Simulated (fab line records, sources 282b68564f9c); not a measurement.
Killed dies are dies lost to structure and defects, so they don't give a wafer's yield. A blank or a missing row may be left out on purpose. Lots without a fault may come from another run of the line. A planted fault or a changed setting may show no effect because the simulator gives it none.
fab line records | flow rit_cmos
record lots=6 wafers=18 last_day=7
route steps=202 shown GATE@89 REOX@98 NLDD@103 PLDD@114 SPACER@125 M1@202
lots that met no fault: from a run of the same line without faults
start_h: hours from the record's first day to the start of the lot's first wafer shown | wait_h: hours since the lot's step before | " the same as in the row above | L1.1+2: a row that stands for several wafers | - no value, or no start given | * or withheld: withheld | < > ~ a bound
route shown NAME@n: a module of which the file shows steps, and the number in the route of the first | usual: mean/standard deviation of fault-free wafers | same: alike in all rows | chamber/n: place in a boat | sites: the reading at each site | _std_site: their standard deviation | _edge_site: outer sites' mean less inner sites' | radius_mm: how far each site lies from the wafer's centre | mask NAME#n: copy n | behind: the tool/chamber that last shaped the wafer | hold: why the lot was held/for how many hours/how that ended | device: the transistor (n, p or np) that didn't switch | end of line: the same wafers' tests at the end of the route | a step without rows: its recipe alone | killed: dies lost to structure and defects at the first sort, not the wafer's yield | map: a wafer's dies, x killed, . not, _ none there
set.NAME: the setting as run; set.NAME@STEP: as run at that earlier step | model.NAME: the simulator's own value behind a step, which no gauge read
lots at some steps of the route; a table a step, a row a wafer
services: from which hour (start_h, from the record's first day; less than 0 if before it) a tool's chamber was out of use, for how many hours, and why
## steps
# step RIT_GATE_EXPOSE_13
# recipe mask_id=M6 na=0.6 source_shape=conventional sigma_outer=0.6 target_cd_nm=150 dose_mj=386.1
# step RIT_GATE_PEB_14
# recipe resist=NOVOLAK temp_c=withheld time_s=withheld
# step RIT_GATE_DEVELOP_15
# recipe resist=NOVOLAK develop_time_s=50 dev_temp_c=23
# step RIT_GATE_CD_MEAS_16
# recipe target_cd_nm=150
# usual cd_nm=150.2/2.7
# columns lot.wafer tool chamber start_h wait_h cd_nm
L655.1 cd_sem-01 - 63.13 - 149.4
L655.3 " - " " 148.4
L655.5 " - " " 147.5
L657.1 cd_sem-02 - 72.64 - 145.3
L657.3 " - " " 144.7
L657.6 " - " " 145.3
L659.2 cd_sem-02 - 83.77 - 150.4
L659.4 " - " " 150.3
L659.6 " - " " 148.7
L664.1 cd_sem-02 - 103.06 - 146.8
L664.4 " - " " 150.6
L664.6 " - " " 149.6
L670.3 cd_sem-01 - 137.25 - 147.7
L670.4 " - " " 149.9
L670.6 " - " " 148.7
L674.1 cd_sem-02 - 153.92 - 150.8
L674.3 " - " " 148.6
L674.4 " - " " 148.3
# step RIT_GATE_OVL_MEAS_17
# usual GATE_OVL=-0.3/1.1
# columns lot.wafer tool chamber start_h wait_h GATE_OVL[nm]
L655.1 overlay-01 - 63.25 0.1 -1.0
L655.3 " - " " 0.3
L655.5 " - " " -0.6
L657.1 overlay-01 - 72.76 0.1 -0.8
L657.3 " - " " 0.0
L657.6 " - " " -1.6
L659.2 overlay-02 - 83.87 0.1 -3.2
L659.4 " - " " -0.4
L659.6 " - " " 1.0
L664.1 overlay-02 - 103.18 0.1 -0.5
L664.4 " - " " -1.6
L664.6 " - " " 0.9
L670.3 overlay-02 - 137.34 0.1 -1.9
L670.4 " - " " -3.6
L670.6 " - " " 0.4
L674.1 overlay-02 - 154.04 0.1 1.5
L674.3 " - " " -0.4
L674.4 " - " " 1.8
# step RIT_GATE_HARDBAKE_18
# recipe resist=NOVOLAK temp_c=140 time_s=60
# step RIT_GATE_ETCH_19
# recipe chemistry=SF6/CHF3/O2 time_s=165 SF6_flow_sccm=30 CHF3_flow_sccm=30 O2_flow_sccm=5 target=poly-Si pressure_mtorr=40 rf_w=160 target_depth_a=3125 over_etch_frac=0.25 stop_on=SiO2
# usual drypump_motor_current_A=6.12/0.17 oes_product_au=0.849/0.0096 throttle_valve_pct=10.25/0.16
# columns lot.wafer tool chamber start_h wait_h drypump_motor_current_A oes_product_au rf_hours_counter_h throttle_valve_pct
L655.1 rie_si-02 1 63.44 0.1 6.06 0.844 135 10.52
L655.3 " 3 " " 5.95 0.845 1 10.05
L655.5 " 2 " " 6.24 0.868 - 10.05
L657.1 rie_si-02 2 72.94 0.1 6.17 0.857 124 10.05
L657.3 " 3 " " 5.94 0.854 1 10.05
L657.6 " 1 " " 6.07 0.854 - 10.50
L659.2 rie_si-02 0 84.17 0.1 5.90 0.838 6 10.23
L659.4 " 1 " " 6.05 0.843 135 10.52
L659.6 " 2 " " 6.19 0.845 - 10.05
L664.1 rie_si-01 0 103.37 0.1 6.33 0.845 111 10.29
L664.4 " 3 " " 5.92 0.843 140 10.25
L664.6 " 3 " " 5.94 0.847 - 10.25
L670.3 rie_si-01 0 137.51 0.1 6.33 0.838 111 10.29
L670.4 " 1 " " 6.28 0.863 2 10.18
L670.6 " 2 " " 6.24 0.855 - 10.49
L674.1 rie_si-01 3 154.23 0.1 5.92 0.840 140 10.26
L674.3 " 2 " " 6.28 0.849 23 10.50
L674.4 " 1 " " 6.33 0.851 2 10.16
# step RIT_GATE_STRIP_20
# recipe chemistry=O2 time_s=180 resist=NOVOLAK platen_temp_c=withheld power_w=500 pressure_mtorr=4000 o2_flow_sccm=4000
# usual drypump_motor_current_A=5.7/0.37 o2_flow_sccm=3997/13
# columns lot.wafer tool chamber start_h wait_h drypump_motor_current_A o2_flow_sccm rf_hours_counter_h
L655.1 plasma_asher-02 1 63.54 0.1 6.0 4013 40
L655.3 " 0 " " 5.7 3999 -
L655.5 " 0 " " 5.7 3993 -
L657.1 plasma_asher-02 1 73.05 0.1 6.0 3990 41
L657.3 " 0 " " 5.7 4022 -
L657.6 " 0 " " 5.6 3986 -
L659.2 plasma_asher-01 1 84.28 0.1 5.9 3988 31
L659.4 " 1 " " 5.9 4005 -
L659.6 " 0 " " 4.7 3992 -
L664.1 plasma_asher-01 1 103.48 0.1 5.9 3991 33
L664.4 " 0 " " 4.8 4011 -
L664.6 " 1 " " 5.8 3993 -
L670.3 plasma_asher-01 0 137.68 0.1 4.8 3962 -
L670.4 " 1 " " 5.9 3994 -
L670.6 " 0 " " 4.8 3980 -
L674.1 plasma_asher-02 1 154.33 0.1 6.0 3978 50
L674.3 " 0 " " 5.6 4004 -
L674.4 " 1 " " 6.0 3987 -
# step RIT_GATE_CD_MEAS_90
# recipe target_cd_nm=150
# usual cd_nm=150.2/2.7
# columns lot.wafer tool chamber start_h wait_h cd_nm
L655.1 cd_sem-01 - 63.72 0.1 149.4
L655.3 " - " " 148.1
L655.5 " - " " 147.8
L657.1 cd_sem-01 - 73.22 0.1 145.4
L657.3 " - " " 144.9
L657.6 " - " " 144.9
L659.2 cd_sem-02 - 84.48 0.1 150.2
L659.4 " - " " 150.2
L659.6 " - " " 149.1
L664.1 cd_sem-01 - 103.65 0.1 146.9
L664.4 " - " " 150.7
L664.6 " - " " 149.6
L670.3 cd_sem-02 - 137.84 0.1 147.7
L670.4 " - " " 150.2
L670.6 " - " " 148.6
L674.1 cd_sem-01 - 154.51 0.1 150.8
L674.3 " - " " 148.6
L674.4 " - " " 148.0
# step RIT_REOX_CLEAN_00
# recipe chemistry=SC1 mix=3:3:50 time_s=600 temp_c=75
# step RIT_REOX_CLEAN_01
# recipe chemistry=dHF dilution=50:1 time_s=30
# step RIT_REOX_CLEAN_02
# recipe chemistry=SC2 mix=3:3:50 time_s=583.4 temp_c=75 dry=n2_spin
# step RIT_REOX_OXIDATION_03
# recipe temp_c=900 ambient=O2 target_thk_a=252 ox_time_s=5580
# columns lot.wafer tool chamber start_h wait_h
L655.1+3+5 furnace-04 0 64.80 0.6
L657.1+3+6 furnace-04 0 73.76 0.0
L659.2+4+6 furnace-01 0 86.94 2.0
L664.1+4+6 furnace-01 0 105.20 1.1
L670.3+4+6 furnace-01 0 138.29 0.0
L674.1+3+4 furnace-04 0 155.42 0.4
# step RIT_REOX_THK_MEAS_04
# recipe reads=SiO2_of_REOX_OXIDATION_03
# usual REOX_OXIDE_THK=25.0/0.43
# columns lot.wafer tool chamber start_h wait_h REOX_OXIDE_THK[nm]
L655.1 film_metro-02 - 67.35 0.0 25.3
L655.3 " - " " 25.2
L655.5 " - " " 25.1
L657.1 film_metro-01 - 76.31 0.0 25.2
L657.3 " - " " 25.1
L657.6 " - " " 24.6
L659.2 film_metro-02 - 89.50 0.0 25.5
L659.4 " - " " 25.5
L659.6 " - " " 25.5
L664.1 film_metro-03 - 107.75 0.0 25.2
L664.4 " - " " 24.9
L664.6 " - " " 26.1
L670.3 film_metro-02 - 140.86 0.0 24.5
L670.4 " - " " 24.5
L670.6 " - " " 24.5
L674.1 film_metro-01 - 157.97 0.0 24.7
L674.3 " - " " 25.0
L674.4 " - " " 24.7
# step RIT_NLDD_HMDS_00
# recipe prime_time_s=60 prime_temp_c=140
# step RIT_NLDD_COAT_01
# recipe resist=NOVOLAK spin_rpm=3250 resist_thk_nm=1000
# step RIT_NLDD_SOFTBAKE_02
# recipe resist=NOVOLAK temp_c=90 time_s=60
# step RIT_NLDD_EXPOSE_03
# recipe mask_id=M7 na=0.57 target_cd_nm=40700 dose_mj=250
# step RIT_NLDD_PEB_04
# recipe resist=NOVOLAK temp_c=withheld time_s=withheld
# step RIT_NLDD_DEVELOP_05
# recipe resist=NOVOLAK develop_time_s=50 dev_temp_c=23
# step RIT_NLDD_OVL_MEAS_06
# usual NLDD_OVL=0.1/1.4
# columns lot.wafer tool chamber start_h wait_h NLDD_OVL[nm]
L655.1 overlay-01 - 68.30 - -1.4
L655.3 " - " " -1.4
L655.5 " - " " -0.5
L657.1 overlay-01 - 77.22 - -1.1
L657.3 " - " " -1.8
L657.6 " - " " -2.4
L659.2 overlay-02 - 90.53 - 2.6
L659.4 " - " " 3.3
L659.6 " - " " 1.6
L664.1 overlay-02 - 108.66 - -1.0
L664.4 " - " " -0.9
L664.6 " - " " -2.3
L670.3 overlay-01 - 141.83 - 2.4
L670.4 " - " " 2.3
L670.6 " - " " 1.3
L674.1 overlay-01 - 159.01 - 1.2
L674.3 " - " " -0.2
L674.4 " - " " 1.0
# step RIT_NLDD_HARDBAKE_07
# recipe resist=NOVOLAK temp_c=140 time_s=60
# step RIT_NLDD_IMPLANT_08
# recipe species=P energy_kev=20 dose_cm2=5e+14 tilt_deg=7
# step RIT_NLDD_STRIP_09
# recipe chemistry=O2 time_s=180 resist=NOVOLAK platen_temp_c=withheld power_w=508 pressure_mtorr=4000 o2_flow_sccm=4000
# usual drypump_motor_current_A=5.4/0.42 o2_flow_sccm=4001/12
# columns lot.wafer tool chamber start_h wait_h drypump_motor_current_A o2_flow_sccm rf_hours_counter_h
L655.1 plasma_asher-01 0 68.75 0.1 4.8 3993 29
L655.3 " 1 " " 5.9 3998 -
L655.5 " 1 " " 5.9 4013 -
L657.1 plasma_asher-03 1 77.56 0.1 5.2 3999 43
L657.3 " 0 " " 5.3 3999 -
L657.6 " 0 " " 5.3 4006 -
L659.2 plasma_asher-03 0 90.86 0.1 5.3 4002 45
L659.4 " 1 " " 5.2 4001 -
L659.6 " 0 " " 5.3 4014 -
L664.1 plasma_asher-01 0 109.01 0.1 4.8 3988 33
L664.4 " 0 " " 4.8 3987 -
L664.6 " 0 " " 4.8 3994 -
L670.3 plasma_asher-01 0 142.21 0.1 4.8 4008 -
L670.4 " 1 " " 5.9 3983 -
L670.6 " 1 " " 5.9 4005 -
L674.1 plasma_asher-03 0 159.34 0.1 5.3 3996 4
L674.3 " 1 " " 5.2 4012 -
L674.4 " 0 " " 5.3 3990 -
# step RIT_NLDD_TW_MEAS_10
# usual NLDD_TW=2482/11
# columns lot.wafer tool chamber start_h wait_h NLDD_TW
L655.1 film_metro-03 - 68.93 0.1 2472
L655.3 " - " " 2475
L655.5 " - " " 2470
L657.1 film_metro-03 - 77.73 0.1 2471
L657.3 " - " " 2474
L657.6 " - " " 2476
L659.2 film_metro-03 - 91.05 0.1 2479
L659.4 " - " " 2471
L659.6 " - " " 2474
L664.1 film_metro-02 - 109.18 0.1 2478
L664.4 " - " " 2473
L664.6 " - " " 2486
L670.3 film_metro-02 - 142.35 0.1 2486
L670.4 " - " " 2488
L670.6 " - " " 2479
L674.1 film_metro-02 - 159.52 0.1 2460
L674.3 " - " " 2477
L674.4 " - " " 2483
# step RIT_PLDD_HMDS_00
# recipe prime_time_s=60 prime_temp_c=140
# step RIT_PLDD_COAT_01
# recipe resist=NOVOLAK spin_rpm=3250 resist_thk_nm=1000
# step RIT_PLDD_SOFTBAKE_02
# recipe resist=NOVOLAK temp_c=90 time_s=60
# step RIT_PLDD_EXPOSE_03
# recipe mask_id=M8 na=0.57 target_cd_nm=40900 dose_mj=250
# step RIT_PLDD_PEB_04
# recipe resist=NOVOLAK temp_c=withheld time_s=withheld
# step RIT_PLDD_DEVELOP_05
# recipe resist=NOVOLAK develop_time_s=50 dev_temp_c=23
# step RIT_PLDD_OVL_MEAS_06
# usual PLDD_OVL=-1.3/1.4
# columns lot.wafer tool chamber start_h wait_h PLDD_OVL[nm]
L655.1 overlay-02 - 69.84 - -0.9
L655.3 " - " " -1.8
L655.5 " - " " -2.7
L657.1 overlay-01 - 78.64 - -1.7
L657.3 " - " " -3.7
L657.6 " - " " -3.0
L659.2 overlay-01 - 91.95 - -2.5
L659.4 " - " " -1.5
L659.6 " - " " -4.5
L664.1 overlay-02 - 110.09 - -0.6
L664.4 " - " " -2.2
L664.6 " - " " -1.7
L670.3 overlay-02 - 143.37 - 0.2
L670.4 " - " " -0.2
L670.6 " - " " 0.0
L674.1 overlay-02 - 160.43 - -1.4
L674.3 " - " " -2.4
L674.4 " - " " 0.7
# step RIT_PLDD_HARDBAKE_07
# recipe resist=NOVOLAK temp_c=140 time_s=60
# step RIT_PLDD_IMPLANT_08
# recipe species=BF2 energy_kev=20 dose_cm2=9e+14 tilt_deg=7
# step RIT_PLDD_STRIP_09
# recipe chemistry=O2 time_s=180 resist=NOVOLAK platen_temp_c=withheld power_w=500 pressure_mtorr=4000 o2_flow_sccm=4000
# usual drypump_motor_current_A=5.6/0.31 o2_flow_sccm=3999/12
# columns lot.wafer tool chamber start_h wait_h drypump_motor_current_A o2_flow_sccm rf_hours_counter_h
L655.1 plasma_asher-03 0 70.21 0.1 5.3 3989 42
L655.3 " 0 " " 5.3 3986 -
L655.5 " 1 " " 5.2 3998 -
L657.1 plasma_asher-04 1 78.98 0.1 5.8 4018 42
L657.3 " 1 " " 5.8 4008 -
L657.6 " 1 " " 5.8 4008 -
L659.2 plasma_asher-02 0 92.36 0.1 5.7 4000 43
L659.4 " 1 " " 6.0 4014 -
L659.6 " 0 " " 5.7 4003 -
L664.1 plasma_asher-04 1 110.67 0.1 5.8 3998 45
L664.4 " 0 " " 5.8 3993 -
L664.6 " 1 " " 5.8 4020 -
L670.3 plasma_asher-04 1 143.76 0.1 5.8 4001 -
L670.4 " 0 " " 5.9 3959 -
L670.6 " 0 " " 5.9 3992 -
L674.1 plasma_asher-04 0 160.76 0.1 5.9 3999 51
L674.3 " 1 " " 5.8 3997 -
L674.4 " 0 " " 5.9 4005 -
# step RIT_PLDD_TW_MEAS_10
# usual PLDD_TW=2340/9.9
# columns lot.wafer tool chamber start_h wait_h PLDD_TW
L655.1 film_metro-03 - 70.38 0.1 2341
L655.3 " - " " 2330
L655.5 " - " " 2332
L657.1 film_metro-03 - 79.15 0.1 2334
L657.3 " - " " 2331
L657.6 " - " " 2332
L659.2 film_metro-03 - 92.54 0.1 2343
L659.4 " - " " 2331
L659.6 " - " " 2344
L664.1 film_metro-02 - 110.85 0.1 2344
L664.4 " - " " 2350
L664.6 " - " " 2326
L670.3 film_metro-02 - 143.89 0.1 2344
L670.4 " - " " 2324
L670.6 " - " " 2343
L674.1 film_metro-04 - 160.94 0.1 2331
L674.3 " - " " 2344
L674.4 " - " " 2324
# step RIT_SPACER_CLEAN_00
# recipe chemistry=SC1 mix=3:3:50 time_s=623.6 temp_c=75
# step RIT_SPACER_CLEAN_01
# recipe chemistry=dHF dilution=50:1 time_s=30
# step RIT_SPACER_CLEAN_02
# recipe chemistry=SC2 mix=3:3:50 time_s=600 temp_c=75 dry=n2_spin
# step RIT_SPACER_CVD_03
# recipe material=Si3N4 target_thk_nm=250 temp_c=810 precursor=SiH2Cl2/NH3 time_s=3300 pressure_mtorr=300 sih2cl2_flow_sccm=60 nh3_flow_sccm=150
# step RIT_SPACER_THK_MEAS_04
# recipe reads=Si3N4_of_SPACER_CVD_03
# usual SPACER_NITRIDE_THK=250.0/2.2
# columns lot.wafer tool chamber start_h wait_h SPACER_NITRIDE_THK[nm]
L655.1 film_metro-01 - 72.73 0.0 251.0
L655.3 " - " " 252.5
L655.5 " - " " 252.4
L657.1 film_metro-03 - 81.49 0.0 246.6
L657.3 " - " " 249.4
L657.6 " - " " 249.7
L659.2 film_metro-04 - 94.89 0.0 249.7
L659.4 " - " " 251.3
L659.6 " - " " 250.2
L664.1 film_metro-03 - 113.21 0.0 250.1
L664.4 " - " " 255.1
L664.6 " - " " 253.2
L670.3 film_metro-04 - 146.25 0.0 250.5
L670.4 " - " " 250.8
L670.6 " - " " 253.2
L674.1 film_metro-04 - 163.31 0.0 251.0
L674.3 " - " " 249.1
L674.4 " - " " 250.4
# step RIT_SPACER_ETCHBACK_05
# recipe target_depth_a=2500 SF6_flow_sccm=30 CHF3_flow_sccm=30 target=Si3N4 chemistry=SF6/CHF3 pressure_mtorr=40 rf_w=250 time_s=240 stop_on=SiO2
# usual drypump_motor_current_A=5.7/0.56 oes_product_au=0.845/0.013 throttle_valve_pct=10.26/0.14
# columns lot.wafer tool chamber start_h wait_h drypump_motor_current_A oes_product_au rf_hours_counter_h throttle_valve_pct
L655.1 rie_diel-02 3 72.79 0.1 6.0 0.825 6 10.24
L655.3 " 2 " " 5.3 0.862 163 10.18
L655.5 " 0 " " 6.3 0.859 - 10.29
L657.1 rie_diel-01 1 81.55 0.1 5.6 0.835 43 10.03
L657.3 " 0 " " 5.9 0.854 1 10.07
L657.6 " 1 " " 5.6 0.835 - 10.02
L659.2 rie_diel-02 3 94.94 0.0 6.0 0.824 7 10.23
L659.4 " 3 " " 6.0 0.831 - 10.24
L659.6 " 1 " " 4.9 0.842 - 10.35
L664.1 rie_diel-02 1 113.27 0.1 5.0 0.840 78 10.37
L664.4 " 3 " " 6.0 0.841 7 10.22
L664.6 " 0 " " 6.3 0.870 - 10.30
L670.3 rie_diel-01 3 146.29 0.0 6.6 0.853 56 10.33
L670.4 " 0 " " 5.9 0.853 - 10.08
L670.6 " 2 " " 6.2 0.840 - 10.37
L674.1 rie_diel-01 3 163.37 0.1 6.6 0.849 56 10.32
L674.3 " 1 " " 5.6 0.844 44 10.02
L674.4 " 2 " " 6.2 0.827 94 10.39
# step RIT_M1_PROBE_99
# usual killed_at_front_end=6.7/2.6 killed_dies=6.8/2.6 killed_on_rim=1.9/1.3 killed_open=3.3/1.7 killed_short=3.4/2
# same gross_dies=264 killed_at_M0_to_M3=0 killed_at_M4_up=0 killed_at_back_side=0 killed_at_contacts=0 killed_at_other=0
# columns lot.wafer tool chamber start_h wait_h killed_at_front_end killed_dies killed_on_rim killed_open killed_short
L655.1 prober-01 - 83.94 0.1 66 66 15 5 3
L655.3 prober-01 - 84.04 0.2 61 61 19 1 9
L655.5 prober-01 - 84.14 0.2 65 65 17 3 1
L657.1 prober-01 - 92.69 0.1 58 58 18 5 2
L657.3 prober-01 - 92.79 0.2 59 59 10 0 3
L657.6 prober-01 - 92.94 0.2 55 55 10 3 2
L659.2 prober-02 - 106.59 0.1 5 5 2 1 2
L659.4 prober-02 - 106.69 0.2 8 8 3 3 4
L659.6 prober-02 - 106.79 0.2 11 11 4 5 6
L664.1 prober-01 - 124.72 0.1 4 4 1 0 4
L664.4 prober-01 - 124.87 0.2 4 4 1 2 2
L664.6 prober-01 - 124.97 0.2 6 6 0 3 3
L670.3 prober-02 - 157.57 0.2 8 8 0 4 4
L670.4 prober-02 - 157.62 0.2 5 5 2 4 1
L670.6 prober-02 - 157.72 0.2 4 4 2 3 1
L674.1 prober-02 - 174.34 0.1 4 4 1 1 3
L674.3 prober-02 - 174.44 0.2 4 4 2 2 2
L674.4 prober-02 - 174.49 0.2 5 5 2 2 3
# killed by level:class
L655.1 REOX:unspecified=58 REOX:geometric_particle:short=2 FOX1:geometric_particle:short=1 FOX1:geometric_particle:open=1 GATE:geometric_particle:open=1 REOX:geometric_particle:open=1 SPACER:geometric_particle:open=1 SILICIDE:geometric_particle:open=1
L655.3 REOX:unspecified=51 REOX:geometric_particle:short=5 GATE:geometric_particle:short=2 GATE:geometric_particle:open=1 SPACER:geometric_particle:short=1 SILICIDE:geometric_particle:short=1
L655.5 REOX:unspecified=61 FOX1:geometric_particle:open=1 FOX1:geometric_particle:short=1 GATE:geometric_particle:open=1 SILICIDE:geometric_particle:open=1
L657.1 REOX:unspecified=50 SILICIDE:geometric_particle:open=2 ACTIVE:geometric_particle:open=1 FOX1:geometric_particle:open=1 FOX1:geometric_particle:short=1 GATE:geometric_particle:short=1 SPACER:geometric_particle:open=1 NWELL:coat_microbubble_printed=1
L657.3 REOX:unspecified=56 FOX2:geometric_particle:short=1 REOX:geometric_particle:short=1 SPACER:geometric_particle:short=1
L657.6 REOX:unspecified=50 FOX1:geometric_particle:short=2 GATE:geometric_particle:open=2 FOX2:geometric_particle:open=1
L659.2 PWELL:coat_microbubble_printed=2 GATE:geometric_particle:open=1 GATE:geometric_particle:short=1 REOX:geometric_particle:short=1
L659.4 GATE:geometric_particle:short=2 REOX:geometric_particle:open=2 FOX2:geometric_particle:short=1 GATE:geometric_particle:open=1 REOX:geometric_particle:short=1 PWELL:coat_microbubble_printed=1
L659.6 FOX1:geometric_particle:short=2 REOX:geometric_particle:open=2 REOX:geometric_particle:short=2 FOX2:geometric_particle:open=1 GATE:geometric_particle:short=1 GATE:geometric_particle:open=1 SPACER:geometric_particle:open=1 SPACER:geometric_particle:short=1
L664.1 GATE:geometric_particle:short=2 FOX2:geometric_particle:short=1 SPACER:geometric_particle:short=1
L664.4 GATE:geometric_particle:open=2 GATE:geometric_particle:short=1 SILICIDE:geometric_particle:short=1
L664.6 REOX:geometric_particle:short=2 FOX1:geometric_particle:open=1 FOX2:geometric_particle:open=1 GATE:geometric_particle:short=1 GATE:geometric_particle:open=1
L670.3 SPACER:geometric_particle:open=2 FOX1:geometric_particle:open=1 FOX2:geometric_particle:short=1 FOX2:geometric_particle:open=1 GATE:geometric_particle:short=1 SPACER:geometric_particle:short=1 SILICIDE:geometric_particle:short=1
L670.4 FOX2:geometric_particle:open=2 SPACER:geometric_particle:open=2 SPACER:geometric_particle:short=1
L670.6 FOX2:geometric_particle:open=1 GATE:geometric_particle:open=1 REOX:geometric_particle:short=1 SPACER:geometric_particle:open=1
L674.1 FOX1:geometric_particle:short=1 REOX:geometric_particle:short=1 REOX:geometric_particle:open=1 SILICIDE:geometric_particle:short=1
L674.3 REOX:geometric_particle:open=2 GATE:geometric_particle:short=1 REOX:geometric_particle:short=1
L674.4 FOX1:geometric_particle:short=2 GATE:geometric_particle:short=1 REOX:geometric_particle:open=1 SPACER:geometric_particle:open=1
# map L655.1 (x killed, . not)
________x.....x_______
_____........xx..x____
____....x..xx..x...___
___x.....xx......x..__
__x....xx...x..x....._
__.xx.......xx...x..._
_.....x...........x.x.
_....x......x.........
_...x..x.x........x.x.
_xxx..xxx.x...xxxx..x.
__x......x.xx.....x.._
__....x.x.xxx.x..x..._
___..........xx....x__
____....x....x...x.___
_____..x.....x...x____
________......._______
# map L657.3 (x killed, . not)
________.x....._______
_____.............____
____......x........___
___......x..xx......__
__.....x...x.x..x...._
__..x.x....x....xx..._
_..xxx...........x..x.
_.x.x.x.x.xx.....x....
_x....x.x..x....x.....
_x.x......x........x.x
__.x......x....xx...._
__..xxx....x.x....x.._
___......xx.....x..x__
____xx....xx......x___
_____....x..xx....____
________...x..._______
## services
# columns tool chamber start_h hours kind
rie_diel-02 3 45.81 6.1 repair
rie_si-01 - 60.54 2.8 pm
plasma_asher-04 - 62.96 15.9 pm
plasma_asher-02 - 67.06 1.2 repair
rie_diel-02 2 84.55 - clean
rie_diel-02 2 84.55 20.4 scheduled_down
rie_si-01 - 91.45 0.7 repair
rie_diel-01 0 92.51 5.3 repair
rie_si-02 - 95.95 1.5 repair
rie_si-02 - 105.20 2.8 pm
plasma_asher-03 - 107.08 5.2 repair
plasma_asher-03 - 112.27 9.0 pm
plasma_asher-03 0 112.27 9.0 vent_cycle
plasma_asher-03 1 112.27 9.0 vent_cycle
rie_diel-02 3 121.12 15.6 repair
plasma_asher-03 0 121.27 - clean
plasma_asher-03 1 121.27 - clean
rie_diel-02 1 122.91 2.9 repair
rie_diel-02 - 137.36 2.8 pm
rie_si-02 2 138.22 1.0 repair
rie_si-02 0 142.40 3.4 repair
rie_diel-01 1 145.62 12.3 repair
rie_diel-02 3 146.63 4.1 repair
furnace-04 - 163.28 1.5 repair
## key
first_sign step=RIT_M1_PROBE_99 reading=killed_at_front_end direction=up sigmas=21 usual=6.7 struck=60.7
effect step=RIT_M1_PROBE_99 reading=killed_dies direction=up sigmas=20 usual=6.8 struck=60.7
met_at RIT_REOX_OXIDATION_03
struck_wafers L655.1,L655.3,L655.5,L657.1,L657.3,L657.6
tester_left_out L655,L657
fault kind=chamber_particle_source tool=furnace-04 chamber=- onset_h=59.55 steps=RIT_REOX_OXIDATION_03 rate_per_visit_cm2=0.40868 end_h=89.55
# tester_left_out: of these lots the tester's yield and bins aren't shown, on N5 and GAA mostly nor the transistor test; their killed dies are dies lost to structure and defects alone, not to doping, threshold or leakage, so they don't give the yield
